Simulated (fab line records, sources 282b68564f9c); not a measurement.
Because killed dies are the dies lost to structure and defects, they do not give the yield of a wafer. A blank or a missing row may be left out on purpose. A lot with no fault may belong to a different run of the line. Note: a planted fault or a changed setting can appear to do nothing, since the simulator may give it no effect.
A lot that was struck, set against a sound lot | flow rit-cmos | 27 steps out of a route of 202
Sound: these wafers, L906.3, L906.4, L906.6. Wafers struck: L918.1, L918.4, L918.5. At the end, the cause is stated.
At each step with rows: each side's tool, then ch and its chambers, then its first start. Under that, the readings that differ: sound wafers | struck wafers | difference of the means | sigmas: that difference in standard deviations of wafers without a fault.
alike: readings with means less than 2 such deviations apart, plus words and numbers identical on both sides. not compared: withheld readings, readings lacking a value on some wafer, bounds such as >300 that could conceal the same value, and numbers that have no deviation in the record and whose values overlap.
The two part at a step that has a row with sigmas, a row that says differs or no value, or rows on one side only. Non-overlapping numbers with no deviation appear without sigmas and do not part them. A reading missing from all wafers of one side parts the sides only when that side holds two or more wafers.

first, 1 step without rows for these wafers: RIT_ACTIVE_OXIDATION_01 (target thk 46.8 nm, ox time 3360 s).
RIT_ACTIVE_THK_MEAS_02:
  struck on film-metro-02, day 4 10:03; sound on film-metro-04, day 1 23:16
  alike: ACTIVE_OXIDE_THK
then, 1 step without rows for these wafers: RIT_ACTIVE_CVD_03 (deposits Si3N4 from SiH2Cl2/NH3, target thk 150 nm, time 1500 s).
RIT_ACTIVE_THK_MEAS_04:
  struck on film-metro-02, day 4 11:32; sound on film-metro-04, day 2 00:45
  alike: ACTIVE_NITRIDE_THK
then, 6 steps without rows for these wafers: RIT_ACTIVE_HMDS_05 (prime time 60 s); RIT_ACTIVE_COAT_06 (resist thk 1000 nm); RIT_ACTIVE_SOFTBAKE_07 (time 60 s); RIT_ACTIVE_EXPOSE_08 (exposes mask M1, target cd 1400 nm); RIT_ACTIVE_PEB_09; RIT_ACTIVE_DEVELOP_10 (develop time 50 s).
RIT_ACTIVE_CD_MEAS_11: target cd 1400 nm.
  struck on cd-sem-01, day 4 12:26; sound on cd-sem-01, day 2 01:41
  alike: cd-nm
then, 1 step without rows for these wafers: RIT_ACTIVE_HARDBAKE_12 (time 60 s).
RIT_ACTIVE_ETCH_13: etches Si3N4 in SF6, stops on SiO2, time 210 s, target depth 210 nm.
  sound on rie-diel-04 ch 1,2,3, day 2 01:55; struck on rie-diel-04 ch 0,2, day 4 12:43
  reading                                       | sound             | struck                  | difference | sigmas
  oes-product-au (a.u.)                         | 0.829 0.796 0.812 | 0.738 0.754 0.750       | -0.065     | -5
  over-etch-frac                                | 0.4 0.4 0.4       | 0.61339 0.61339 0.61339 | +0.21339   |
  model.NOVOLAK_of_ACTIVE_COAT_06.thk-nm (nm)   | 657.9 655.7 656.6 | 624 629 627.9           | -30        |
  model.ACTIVE.feature-depth-nm (nm)            | 148.9 149.5 147.9 | 159.1 156.4 157.9       | +9.0       |
  model.SiO2_of_ACTIVE_OXIDATION_01.thk-nm (nm) | 45.45 45.34 46.3  | 36.26 36.77 37.06       | -9.00      |
  alike: drypump-motor-current-A, throttle-valve-pct
  not compared: rf-hours-counter-h
RIT_ACTIVE_STRIP_14: strips in O2, time 180 s.
  sound on plasma-asher-01 ch 0,1, day 2 02:06; struck on plasma-asher-01 ch 0,1, day 4 12:50
  alike: drypump-motor-current-A, rf-refl-power-W
  not compared: rf-hours-counter-h
RIT_ACTIVE_CD_MEAS_90: target cd 1400 nm.
  struck on cd-sem-02, day 4 13:01; sound on cd-sem-02, day 2 02:15
  alike: cd-nm
then, 4 steps without rows for these wafers: RIT_ACTIVE_CLEAN_15 (cleans in SC1, time 600 s); RIT_ACTIVE_CLEAN_16 (cleans in dHF, time 30 s); RIT_ACTIVE_CLEAN_17 (cleans in SC2, time 600 s); RIT_FOX1_OXIDATION_00 (target thk 350.7 nm, ox time 1130 s).
RIT_FOX1_THK_MEAS_01:
  struck on film-metro-01, day 4 15:11; sound on film-metro-01, day 2 04:05
  alike: FOX1_OXIDE_THK
then, 2 steps without rows for these wafers: RIT_FOX1_WET_ETCH_02 (etches SiO2 in BOE, target depth 350 nm, time 390 s); RIT_FOX2_OXIDATION_00 (target thk 350.7 nm, ox time 1130 s).
RIT_FOX2_THK_MEAS_01:
  struck on film-metro-01, day 4 16:41; sound on film-metro-04, day 2 06:09
  alike: FOX2_OXIDE_THK
then, 1 step without rows for these wafers: RIT_FOX2_CLEAN_02 (cleans in dHF, time 180 s).
RIT_FOX2_WET_ETCH_03: etches Si3N4 in H3PO4, target depth 195 nm, time 2700 s.
  sound on wet-bench-02 ch 2, day 2 06:15; struck on wet-bench-01 ch 0, day 4 16:48
  reading                                       | sound            | struck            | difference | sigmas
  model.SiO2_of_ACTIVE_OXIDATION_01.thk-nm (nm) | 40.5 40.42 41.27 | 32.18 32.65 32.91 | -8.15      |
RIT_FOX2_THK_MEAS_90:
  struck on film-metro-01, day 4 17:34; sound on film-metro-01, day 2 07:02
  alike: FIELD_OXIDE_LEFT_1_THK
RIT_M1_PROBE_99:
  struck on prober-02, day 6 08:34; sound on prober-01, day 3 20:38
  alike: killed-at-contacts, killed-at-front-end, killed-dies, killed-open, killed-short

WHERE THEY PART
RIT_ACTIVE_ETCH_13 only, going by this record. Later steps at which nothing parts them and some readings are alike: RIT_ACTIVE_STRIP_14, RIT_ACTIVE_CD_MEAS_90, RIT_FOX1_THK_MEAS_01, RIT_FOX2_THK_MEAS_01, RIT_FOX2_THK_MEAS_90, RIT_M1_PROBE_99.

WHY: whatever the simulator had introduced
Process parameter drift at RIT_ACTIVE_ETCH_13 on rie-diel-04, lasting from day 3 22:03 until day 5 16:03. From 0.4, the setting over-etch-frac moved by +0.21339. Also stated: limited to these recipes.
